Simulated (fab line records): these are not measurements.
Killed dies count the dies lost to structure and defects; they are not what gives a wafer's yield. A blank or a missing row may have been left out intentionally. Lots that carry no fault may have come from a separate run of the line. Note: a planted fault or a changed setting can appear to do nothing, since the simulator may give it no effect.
fab line records    flow rit-cmos    part 1 of 2: steps 1 to 29 of 40
[record] lots = 5  wafers = 15  last-day = 7
route steps=202 shown PSD@151 SDANNEAL@153 NSD@158 PLDD@159 NLDD@160 SILICIDE@161 CONTACT@168 M1@184
lots that met no fault: from a run of the same line without faults
start-h: hours from the record's opening day to when the first of the lot's shown wafers began    wait-h: how many hours have passed since the lot's step before this one    " identical to the entry in the row above    L1.1+2: a single row standing in for several wafers    - value missing, or start not given    * or withheld: withheld    < > ~ a bound
route shown NAME@n: names a module that has steps shown in the file, with the first one's number in the route    usual: mean/standard deviation of fault-free wafers    same: alike in all rows    chamber/n: place in a boat    sites: the reading at each site    _std_site: standard deviation of those values    _edge_site: outer sites' mean less inner sites'    radius-mm: for every site, how far away it sits from the centre of the wafer    mask NAME#n: copy n    behind: the most recent tool/chamber to have shaped the wafer    hold: the reason the lot was held/the length of the hold in hours/how it ended    device: transistor that didn't switch, given as n, p or np    end of line: at the end of the route, the tests of the same wafers    where a step has no rows: the recipe by itself    killed: at the first sort, the dies lost to defects and structure; wafer yield is something else    map: the dies of a wafer, with x for killed, . for not killed, _ for no die there
set.NAME: the setting the step ran with; set.NAME@STEP: the setting that earlier step ran with    model.NAME: the simulator's own value behind a step, which no gauge read
certain route steps with their lots: each step a table, each wafer a row
services: when a tool's chamber went out of use (start-h, in hours from the record's first day, below 0 if earlier), for how many hours, and the reason
[[steps]]
[step RIT_PSD_STRIP_09]
[recipe] chemistry = O2  time-s = 180  resist = NOVOLAK  platen-temp-c = withheld  power-w = 500  pressure-mtorr = 4000  o2-flow-sccm = 4000
[usual] drypump-motor-current-A = 5.5/0.47
[same] time-s = 180
lot.wafer  tool             chamber  start-h  wait-h  drypump-motor-current-A  rf-hours-counter-h
L077.2     plasma-asher-04  0        68.11    0.1     5.9                      41
L077.3     "                0        "        "       5.9                      -
L077.5     "                1        "        "       5.7                      -
L078.2     plasma-asher-03  0        70.11    0.1     5.8                      45
L078.5     "                1        "        "       4.8                      -
L078.6     "                0        "        "       5.8                      -
L079.1     plasma-asher-04  1        75.02    0.1     5.7                      42
L079.4     "                1        "        "       5.7                      -
L079.6     "                1        "        "       5.7                      -
L092.2     plasma-asher-03  1        141.43   0.1     4.8                      52
L092.3     "                1        "        "       4.8                      -
L092.6     "                0        "        "       5.8                      -
L094.1     plasma-asher-04  1        149.34   0.1     5.7                      4
L094.4     "                0        "        "       5.9                      -
L094.5     "                1        "        "       5.7                      -
[step RIT_PSD_TW_MEAS_10]
[usual] PSD_TW = 3392/59
lot.wafer  tool           chamber  start-h  wait-h  PSD_TW
L077.2     film-metro-04  -        68.29    0.1     3434
L077.3     "              -        "        "       3452
L077.5     "              -        "        "       3415
L078.2     film-metro-02  -        70.30    0.1     3453
L078.5     "              -        "        "       3460
L078.6     "              -        "        "       3449
L079.1     film-metro-04  -        75.19    0.1     3451
L079.4     "              -        "        "       3464
L079.6     "              -        "        "       3466
L092.2     film-metro-04  -        141.61   0.1     3457
L092.3     "              -        "        "       3450
L092.6     "              -        "        "       3442
L094.1     film-metro-04  -        149.51   0.1     3432
L094.4     "              -        "        "       3438
L094.5     "              -        "        "       3433
[step RIT_SDANNEAL_CLEAN_00]
[recipe] chemistry = SC1  mix = 3:3:50  time-s = 600  temp-c = 75
[same] time-s = 600
lot.wafer   tool          chamber  start-h  wait-h
L077.2+3+5  wet-bench-01  2        68.34    0.0
L078.2+5+6  wet-bench-01  0        70.35    0.0
L079.1+4+6  wet-bench-01  0        75.25    0.1
L092.2+3+6  wet-bench-02  2        141.66   0.0
L094.1+4+5  wet-bench-04  2        149.57   0.1
[step RIT_SDANNEAL_CLEAN_01]
[recipe] chemistry = dHF  dilution = 50:1  time-s = 30
[same] time-s = 30
lot.wafer   tool          chamber  start-h  wait-h
L077.2+3+5  wet-bench-01  1        68.53    0.0
L078.2+5+6  wet-bench-04  1        70.54    0.0
L079.1+4+6  wet-bench-04  0        75.43    0.0
L092.2+3+6  wet-bench-04  1        141.86   0.0
L094.1+4+5  wet-bench-02  0        149.75   0.0
[step RIT_SDANNEAL_CLEAN_02]
[recipe] chemistry = SC2  mix = 3:3:50  time-s = 600  temp-c = 75  dry = n2-spin
[same] time-s = 600
lot.wafer   tool          chamber  start-h  wait-h
L077.2+3+5  wet-bench-01  2        68.55    0.0
L078.2+5+6  wet-bench-02  0        70.55    0.0
L079.1+4+6  wet-bench-01  2        75.45    0.0
L092.2+3+6  wet-bench-02  3        141.87   0.0
L094.1+4+5  wet-bench-04  1        149.76   0.0
[step RIT_SDANNEAL_RTA_03]
[recipe] temp-c = 1050  time-s = 5  idle-temp-c = 600  ramp-up-c-per-s = 342  ramp-down-c-per-s = 171  cool-to-c = 600  ambient = N2
[usual] ramp-up-c-per-s = 342.01/0.059  wafer_temp_C_max = 1053.6/1.2
[same] time-s = 5
lot.wafer  tool           chamber  start-h  wait-h  ramp-up-c-per-s  wafer_temp_C_max
L077.2     rtp-anneal-01  0        68.75    0.0     341.98           1053.9
L077.3     "              0        "        "       341.97           1055.9
L077.5     "              0        "        "       342.06           1052.4
L078.2     rtp-anneal-02  0        70.76    0.0     341.96           1053.4
L078.5     "              0        "        "       341.96           1053.2
L078.6     "              0        "        "       342.02           1054.3
L079.1     rtp-anneal-01  0        75.62    0.0     341.94           1057.4
L079.4     "              0        "        "       341.94           1051.8
L079.6     "              0        "        "       341.93           1052.9
L092.2     rtp-anneal-02  0        142.07   0.0     341.93           1053.3
L092.3     "              0        "        "       341.94           1053.0
L092.6     "              0        "        "       342.03           1054.2
L094.1     rtp-anneal-02  0        149.94   0.0     342.01           1054.1
L094.4     "              0        "        "       341.97           1053.0
L094.5     "              0        "        "       341.97           1054.0
[step RIT_SDANNEAL_RS_MEAS_04]
[recipe] thk-meas-gauge = four-point-probe
[usual] PSD_RS = 115.89/0.26
lot.wafer  tool           chamber  start-h  wait-h  PSD_RS[ohm/sq]
L077.2     film-metro-01  -        68.82    0.1     116.07
L077.3     "              -        "        "       116.32
L077.5     "              -        "        "       116.30
L078.2     film-metro-04  -        70.82    0.1     115.89
L078.5     "              -        "        "       115.85
L078.6     "              -        "        "       116.01
L079.1     film-metro-02  -        75.68    0.0     115.71
L079.4     "              -        "        "       115.70
L079.6     "              -        "        "       115.74
L092.2     film-metro-02  -        142.14   0.1     116.03
L092.3     "              -        "        "       116.25
L092.6     "              -        "        "       115.69
L094.1     film-metro-02  -        150.00   0.0     115.55
L094.4     "              -        "        "       116.02
L094.5     "              -        "        "       115.76
[step RIT_SDANNEAL_RS_MEAS_05]
[recipe] thk-meas-gauge = four-point-probe
[usual] NSD_RS = 84.52/0.3
lot.wafer  tool           chamber  start-h  wait-h  NSD_RS[ohm/sq]
L077.2     film-metro-01  -        68.94    0.1     84.57
L077.3     "              -        "        "       84.82
L077.5     "              -        "        "       84.66
L078.2     film-metro-04  -        70.94    0.1     85.11
L078.5     "              -        "        "       84.86
L078.6     "              -        "        "       84.73
L079.1     film-metro-02  -        75.80    0.1     84.41
L079.4     "              -        "        "       84.37
L079.6     "              -        "        "       84.51
L092.2     film-metro-02  -        142.26   0.1     85.18
L092.3     "              -        "        "       84.98
L092.6     "              -        "        "       84.75
L094.1     film-metro-02  -        150.12   0.1     84.84
L094.4     "              -        "        "       84.56
L094.5     "              -        "        "       84.76
[step RIT_SDANNEAL_RS_MEAS_06]
[recipe] thk-meas-gauge = four-point-probe
[usual] PLDD_RS = 178.6/0.51
lot.wafer  tool           chamber  start-h  wait-h  PLDD_RS[ohm/sq]
L077.2     film-metro-01  -        69.06    0.1     178.8
L077.3     "              -        "        "       179.7
L077.5     "              -        "        "       178.9
L078.2     film-metro-04  -        71.06    0.1     179.2
L078.5     "              -        "        "       178.7
L078.6     "              -        "        "       179.2
L079.1     film-metro-02  -        75.92    0.1     178.3
L079.4     "              -        "        "       178.1
L079.6     "              -        "        "       178.8
L092.2     film-metro-02  -        142.38   0.1     178.4
L092.3     "              -        "        "       178.0
L092.6     "              -        "        "       177.7
L094.1     film-metro-02  -        150.24   0.1     177.2
L094.4     "              -        "        "       177.7
L094.5     "              -        "        "       177.5
[step RIT_SDANNEAL_RS_MEAS_07]
[recipe] thk-meas-gauge = four-point-probe
[usual] NLDD_RS = 151.8/0.59
lot.wafer  tool           chamber  start-h  wait-h  NLDD_RS[ohm/sq]
L077.2     film-metro-01  -        69.18    0.1     152.2
L077.3     "              -        "        "       152.3
L077.5     "              -        "        "       151.9
L078.2     film-metro-04  -        71.18    0.1     151.7
L078.5     "              -        "        "       152.4
L078.6     "              -        "        "       152.4
L079.1     film-metro-02  -        76.04    0.1     152.1
L079.4     "              -        "        "       151.7
L079.6     "              -        "        "       151.3
L092.2     film-metro-02  -        142.50   0.1     152.1
L092.3     "              -        "        "       151.7
L092.6     "              -        "        "       152.1
L094.1     film-metro-02  -        150.36   0.1     151.5
L094.4     "              -        "        "       151.4
L094.5     "              -        "        "       151.5
[step RIT_SILICIDE_WET_ETCH_00]
[recipe] chemistry = BOE  target = SiO2  target-depth-nm = 14  time-s = 15  dry = n2-spin  dilution = 10:1  temp-c = 21.5
[same] time-s = 15
lot.wafer   tool          chamber  start-h  wait-h
L077.2+3+5  wet-bench-03  0        69.28    0.1
L078.2+5+6  wet-bench-03  2        71.28    0.1
L079.1+4+6  wet-bench-04  3        76.16    0.1
L092.2+3+6  wet-bench-01  2        142.60   0.1
L094.1+4+5  wet-bench-03  3        150.48   0.1
[step RIT_SILICIDE_SPUTTER_01]
[recipe] material = Ti  target-thk-nm = 30  power-w = 350  chamber-pressure-pa = 0.667  gas = Ar  time-s = 240  substrate-temp-c = 25
[usual] throttle-valve-pct = 29.9/1
[same] time-s = 240
lot.wafer  tool            chamber  start-h  wait-h  throttle-valve-pct
L077.2     pvd-sputter-04  -        69.29    0.0     29.6
L077.3     "               -        "        "       30.6
L077.5     "               -        "        "       29.6
L078.2     pvd-sputter-01  -        71.30    0.0     28.6
L078.5     "               -        "        "       31.2
L078.6     "               -        "        "       30.9
L079.1     pvd-sputter-04  -        76.17    0.0     29.6
L079.4     "               -        "        "       29.4
L079.6     "               -        "        "       30.8
L092.2     pvd-sputter-04  -        142.61   0.0     29.4
L092.3     "               -        "        "       29.7
L092.6     "               -        "        "       30.9
L094.1     pvd-sputter-04  -        150.49   0.0     29.3
L094.4     "               -        "        "       29.7
L094.5     "               -        "        "       30.9
[step RIT_SILICIDE_RS_MEAS_02]
[recipe] thk-meas-gauge = four-point-probe  reads = Ti_of_SILICIDE_SPUTTER_01
[usual] SILICIDE_TI_RS = 47.6/0.51
lot.wafer  tool           chamber  start-h  wait-h  SILICIDE_TI_RS[ohm/sq]
L077.2     film-metro-04  -        69.46    0.1     47.5
L077.3     "              -        "        "       48.0
L077.5     "              -        "        "       47.9
L078.2     film-metro-03  -        71.47    0.1     48.0
L078.5     "              -        "        "       48.5
L078.6     "              -        "        "       48.6
L079.1     film-metro-01  -        76.32    0.1     47.5
L079.4     "              -        "        "       46.7
L079.6     "              -        "        "       47.7
L092.2     film-metro-03  -        142.78   0.1     47.6
L092.3     "              -        "        "       47.6
L092.6     "              -        "        "       47.7
L094.1     film-metro-01  -        150.64   0.1     46.9
L094.4     "              -        "        "       47.7
L094.5     "              -        "        "       47.7
[step RIT_SILICIDE_THK_MEAS_03]
[recipe] thk-meas-gauge = xrf  reads = Ti_of_SILICIDE_SPUTTER_01
[usual] SILICIDE_TI_THK = 30.31/0.27
lot.wafer  tool           chamber  start-h  wait-h  SILICIDE_TI_THK[nm]
L077.2     film-metro-04  -        69.57    0.1     30.33
L077.3     "              -        "        "       30.21
L077.5     "              -        "        "       30.07
L078.2     film-metro-03  -        71.58    0.1     30.19
L078.5     "              -        "        "       30.01
L078.6     "              -        "        "       30.02
L079.1     film-metro-01  -        76.44    0.1     30.34
L079.4     "              -        "        "       30.58
L079.6     "              -        "        "       30.04
L092.2     film-metro-03  -        142.89   0.1     30.41
L092.3     "              -        "        "       30.40
L092.6     "              -        "        "       30.49
L094.1     film-metro-01  -        150.76   0.1     30.44
L094.4     "              -        "        "       30.30
L094.5     "              -        "        "       30.26
[step RIT_SILICIDE_RTA_04]
[recipe] temp-c = 650  time-s = 10  idle-temp-c = 25  ramp-up-s = 5  ramp-down-s = 5  cool-to-c = 25  ambient = N2
[usual] wafer_temp_C_max = 653.3/0.64
[same] time-s = 10
lot.wafer  tool           chamber  start-h  wait-h  wafer_temp_C_max
L077.2     rtp-anneal-02  0        69.63    0.1     653.7
L077.3     "              0        "        "       652.6
L077.5     "              0        "        "       653.3
L078.2     rtp-anneal-01  0        71.64    0.1     654.0
L078.5     "              0        "        "       654.1
L078.6     "              0        "        "       653.3
L079.1     rtp-anneal-02  0        76.50    0.1     652.8
L079.4     "              0        "        "       653.0
L079.6     "              0        "        "       653.2
L092.2     rtp-anneal-01  0        142.96   0.1     654.1
L092.3     "              0        "        "       654.0
L092.6     "              0        "        "       654.1
L094.1     rtp-anneal-01  0        150.82   0.1     652.8
L094.4     "              0        "        "       652.7
L094.5     "              0        "        "       653.1
[step RIT_SILICIDE_WET_ETCH_05]
[recipe] chemistry = SPM  target = Ti  temp-c = 90  time-s = 120  dry = n2-spin
[same] time-s = 120
lot.wafer   tool          chamber  start-h  wait-h
L077.2+3+5  wet-bench-04  3        69.69    0.0
L078.2+5+6  wet-bench-04  1        71.69    0.0
L079.1+4+6  wet-bench-01  1        76.57    0.1
L092.2+3+6  wet-bench-01  1        143.01   0.0
L094.1+4+5  wet-bench-04  0        150.89   0.1
[step RIT_SILICIDE_RTA_06]
[recipe] temp-c = 750  time-s = 10  idle-temp-c = 25  ramp-up-s = 5  ramp-down-s = 10  cool-to-c = 25  ambient = N2
[usual] wafer_temp_C_max = 753.7/0.82
[same] time-s = 10
lot.wafer  tool           chamber  start-h  wait-h  wafer_temp_C_max
L077.2     rtp-anneal-01  0        69.74    0.0     752.9
L077.3     "              0        "        "       752.7
L077.5     "              0        "        "       753.5
L078.2     rtp-anneal-02  0        71.75    0.0     755.6
L078.5     "              0        "        "       753.2
L078.6     "              0        "        "       753.9
L079.1     rtp-anneal-01  0        76.61    0.0     754.5
L079.4     "              0        "        "       754.1
L079.6     "              0        "        "       754.3
L092.2     rtp-anneal-02  0        143.06   0.0     753.0
L092.3     "              0        "        "       752.9
L092.6     "              0        "        "       753.7
L094.1     rtp-anneal-02  0        150.93   0.0     754.0
L094.4     "              0        "        "       752.8
L094.5     "              0        "        "       754.8
[step RIT_CONTACT_CVD_00]
[recipe] material = SiO2  target-thk-nm = 400  precursor = TEOS  temp-c = 390  time-s = 61  rf-w = 400
[usual] heater-power-w = 311/43
[same] time-s = 61
lot.wafer  tool      chamber  start-h  wait-h  heater-power-w  since-wet-clean-h
L077.2     pecvd-03  2        69.80    0.0     249             1406
L077.3     "         1        "        "       269             -
L077.5     "         2        "        "       259             -
L078.2     pecvd-02  0        71.80    0.0     269             1018
L078.5     "         0        "        "       282             -
L078.6     "         1        "        "       339             -
L079.1     pecvd-01  0        76.68    0.1     241             227
L079.4     "         2        "        "       315             -
L079.6     "         1        "        "       359             -
L092.2     pecvd-03  1        143.12   0.0     314             1479
L092.3     "         2        "        "       267             1479
L092.6     "         2        "        "       265             -
L094.1     pecvd-01  0        151.00   0.1     295             302
L094.4     "         1        "        "       368             -
L094.5     "         2        "        "       337             -
[step RIT_CONTACT_THK_MEAS_01]
[recipe] reads = SiO2_of_CONTACT_CVD_00
[usual] CONTACT_TEOS_THK = 400/5.6
lot.wafer  tool           chamber  start-h  wait-h  CONTACT_TEOS_THK[nm]
L077.2     film-metro-03  -        69.88    0.1     395
L077.3     "              -        "        "       404
L077.5     "              -        "        "       405
L078.2     film-metro-02  -        71.86    0.0     395
L078.5     "              -        "        "       404
L078.6     "              -        "        "       407
L079.1     film-metro-04  -        76.73    0.0     389
L079.4     "              -        "        "       395
L079.6     "              -        "        "       396
L092.2     film-metro-02  -        143.18   0.0     393
L092.3     "              -        "        "       398
L092.6     "              -        "        "       403
L094.1     film-metro-04  -        151.05   0.0     396
L094.4     "              -        "        "       398
L094.5     "              -        "        "       403
[step RIT_CONTACT_HMDS_02]
[recipe] prime-time-s = 60  prime-temp-c = 140
[usual] prime-temp-c = 139.97/0.13
lot.wafer  tool            chamber  start-h  wait-h  prime-temp-c
L077.2     litho-track-03  0        69.96    0.1     139.80
L077.3     "               0        "        "       139.89
L077.5     "               0        "        "       139.91
L078.2     litho-track-01  0        71.94    0.1     140.23
L078.5     "               0        "        "       140.11
L078.6     "               0        "        "       140.03
L079.1     litho-track-03  0        76.79    0.1     139.97
L079.4     "               0        "        "       139.81
L079.6     "               0        "        "       140.03
L092.2     litho-track-01  0        143.25   0.1     139.93
L092.3     "               0        "        "       139.76
L092.6     "               0        "        "       139.89
L094.1     litho-track-01  0        151.11   0.1     140.14
L094.4     "               0        "        "       140.24
L094.5     "               0        "        "       140.07
[step RIT_CONTACT_COAT_03]
[recipe] resist = NOVOLAK  spin-rpm = 3250  resist-thk-nm = 1000
[usual] spin-speed-rpm = 3249.3/2.1
lot.wafer  tool            chamber  start-h  wait-h  spin-speed-rpm
L077.2     litho-track-03  0        70.11    0.1     3249.3
L077.3     "               0        "        "       3251.5
L077.5     "               0        "        "       3249.6
L078.2     litho-track-01  0        72.09    0.1     3248.1
L078.5     "               0        "        "       3253.8
L078.6     "               0        "        "       3252.9
L079.1     litho-track-03  0        76.94    0.1     3251.5
L079.4     "               0        "        "       3250.2
L079.6     "               0        "        "       3252.4
L092.2     litho-track-01  0        143.40   0.1     3247.7
L092.3     "               0        "        "       3245.5
L092.6     "               0        "        "       3246.9
L094.1     litho-track-01  0        151.26   0.1     3251.1
L094.4     "               0        "        "       3252.6
L094.5     "               0        "        "       3248.1
[step RIT_CONTACT_SOFTBAKE_04]
[recipe] resist = NOVOLAK  temp-c = 90  time-s = 60
[same] time-s = 60
lot.wafer   tool            chamber  start-h  wait-h
L077.2+3+5  litho-track-03  0        70.26    0.1
L078.2+5+6  litho-track-01  0        72.24    0.1
L079.1+4+6  litho-track-03  0        77.09    0.1
L092.2+3+6  litho-track-01  0        143.55   0.1
L094.1+4+5  litho-track-01  0        151.41   0.1
[step RIT_CONTACT_EXPOSE_05]
[recipe] mask-id = M11  na = 0.6  source-shape = conventional  sigma-outer = 0.5  target-cd-nm = 1000  dose-mj = 250
[usual] exposure-dose-mJ-cm2 = 250.02/0.25
lot.wafer  tool              chamber  start-h  wait-h  mask   exposure-dose-mJ-cm2
L077.2     iline-stepper-02  0        70.40    0.1     M11#0  249.53
L077.3     "                 0        "        "       M11#0  250.11
L077.5     "                 0        "        "       M11#0  250.10
L078.2     iline-stepper-02  0        72.38    0.1     M11#0  249.97
L078.5     "                 0        "        "       M11#0  250.62
L078.6     "                 0        "        "       M11#0  250.13
L079.1     iline-stepper-02  0        77.24    0.1     M11#0  249.87
L079.4     "                 0        "        "       M11#0  249.99
L079.6     "                 0        "        "       M11#0  249.83
L092.2     iline-stepper-02  0        143.70   0.1     M11#0  250.44
L092.3     "                 0        "        "       M11#0  249.98
L092.6     "                 0        "        "       M11#0  250.06
L094.1     iline-stepper-01  0        151.56   0.1     M11#0  250.18
L094.4     "                 0        "        "       M11#0  249.36
L094.5     "                 0        "        "       M11#0  249.91
[step RIT_CONTACT_PEB_06]
[recipe] resist = NOVOLAK  temp-c = withheld  time-s = withheld
lot.wafer   tool            chamber  start-h  wait-h
L077.2+3+5  litho-track-03  0        70.53    0.1
L078.2+5+6  litho-track-03  0        72.50    0.1
L079.1+4+6  litho-track-01  0        77.36    0.1
L092.2+3+6  litho-track-04  0        143.82   0.1
L094.1+4+5  litho-track-03  0        151.92   0.3
[step RIT_CONTACT_DEVELOP_07]
[recipe] resist = NOVOLAK  develop-time-s = 120  dev-temp-c = 23
lot.wafer   tool            chamber  start-h  wait-h
L077.2+3+5  litho-track-03  0        -        -
L078.2+5+6  litho-track-03  0        -        -
L079.1+4+6  litho-track-01  0        -        -
L092.2+3+6  litho-track-04  0        -        -
L094.1+4+5  litho-track-03  0        -        -
[step RIT_CONTACT_CD_MEAS_08]
[recipe] target-cd-nm = 1000
[usual] cd-nm = 1000.4/1.9
lot.wafer  tool       chamber  start-h  wait-h  cd-nm
L077.2     cd-sem-02  -        70.92    -       1004.0
L077.3     "          -        "        "       1002.5
L077.5     "          -        "        "       1001.9
L078.2     cd-sem-02  -        72.90    -       998.4
L078.5     "          -        "        "       998.2
L078.6     "          -        "        "       997.6
L079.1     cd-sem-02  -        77.76    -       997.8
L079.4     "          -        "        "       999.3
L079.6     "          -        "        "       996.7
L092.2     cd-sem-02  -        144.22   -       1001.3
L092.3     "          -        "        "       1000.4
L092.6     "          -        "        "       1002.0
L094.1     cd-sem-02  -        152.32   -       1000.4
L094.4     "          -        "        "       1001.7
L094.5     "          -        "        "       1000.4
[step RIT_CONTACT_OVL_MEAS_09]
[usual] CONTACT_OVL = 0.5/1.3
lot.wafer  tool        chamber  start-h  wait-h  CONTACT_OVL[nm]
L077.2     overlay-02  -        71.03    0.1     1.6
L077.3     "           -        "        "       2.8
L077.5     "           -        "        "       2.2
L078.2     overlay-02  -        73.00    0.1     0.9
L078.5     "           -        "        "       0.5
L078.6     "           -        "        "       1.6
L079.1     overlay-02  -        77.88    0.1     0.7
L079.4     "           -        "        "       -0.5
L079.6     "           -        "        "       -0.8
L092.2     overlay-02  -        144.32   0.1     2.0
L092.3     "           -        "        "       0.4
L092.6     "           -        "        "       -1.0
L094.1     overlay-02  -        152.44   0.1     0.2
L094.4     "           -        "        "       -0.3
L094.5     "           -        "        "       -1.1
[step RIT_CONTACT_HARDBAKE_10]
[recipe] resist = NOVOLAK  temp-c = 140  time-s = 60
[same] time-s = 60
lot.wafer   tool            chamber  start-h  wait-h
L077.2+3+5  litho-track-03  0        71.08    0.0
L078.2+5+6  litho-track-03  0        73.06    0.0
L079.1+4+6  litho-track-01  0        77.91    0.0
L092.2+3+6  litho-track-01  0        144.38   0.0
L094.1+4+5  litho-track-01  0        152.47   0.0
[step RIT_CONTACT_ETCH_11]
[recipe] target-depth-a = 4800  over-etch-frac = 0.2  stop-on = TiSi2  chemistry = CHF3/CF4/Ar  target = SiO2  CHF3_flow_sccm = 50  cf4-flow-sccm = 10  Ar_flow_sccm = 100  O2_flow_sccm = 5  pressure-mtorr = 100  rf-w = 200  time-s = 320
[usual] drypump-motor-current-A = 5.8/0.45  oes-product-au = 0.985/0.018  throttle-valve-pct = 8.90/0.11
[same] time-s = 320
lot.wafer  tool         chamber  start-h  wait-h  drypump-motor-current-A  oes-product-au  rf-hours-counter-h  throttle-valve-pct
L077.2     rie-diel-04  1        71.21    0.1     5.9                      1.001           4                   8.95
L077.3     "            0        "        "       5.9                      0.975           6                   9.02
L077.5     "            0        "        "       5.9                      0.981           -                   9.02
L078.2     rie-diel-03  3        73.18    0.1     5.8                      0.960           96                  8.77
L078.5     "            2        "        "       5.6                      1.017           -                   9.00
L078.6     "            1        "        "       6.7                      0.982           -                   8.87
L079.1     rie-diel-03  1        78.06    0.1     6.7                      0.979           6                   8.85
L079.4     "            0        "        "       6.4                      0.988           86                  8.91
L079.6     "            2        "        "       5.6                      1.014           -                   9.00
L092.2     rie-diel-04  3        144.50   0.1     5.6                      0.989           17                  8.96
L092.3     "            2        "        "       6.1                      0.976           15                  8.90
L092.6     "            0        "        "       5.9                      0.975           -                   9.01
L094.1     rie-diel-03  1        152.62   0.1     6.6                      0.972           8                   8.88
L094.4     "            0        "        "       6.4                      0.993           87                  8.92
L094.5     "            1        "        "       6.7                      0.974           -                   8.86
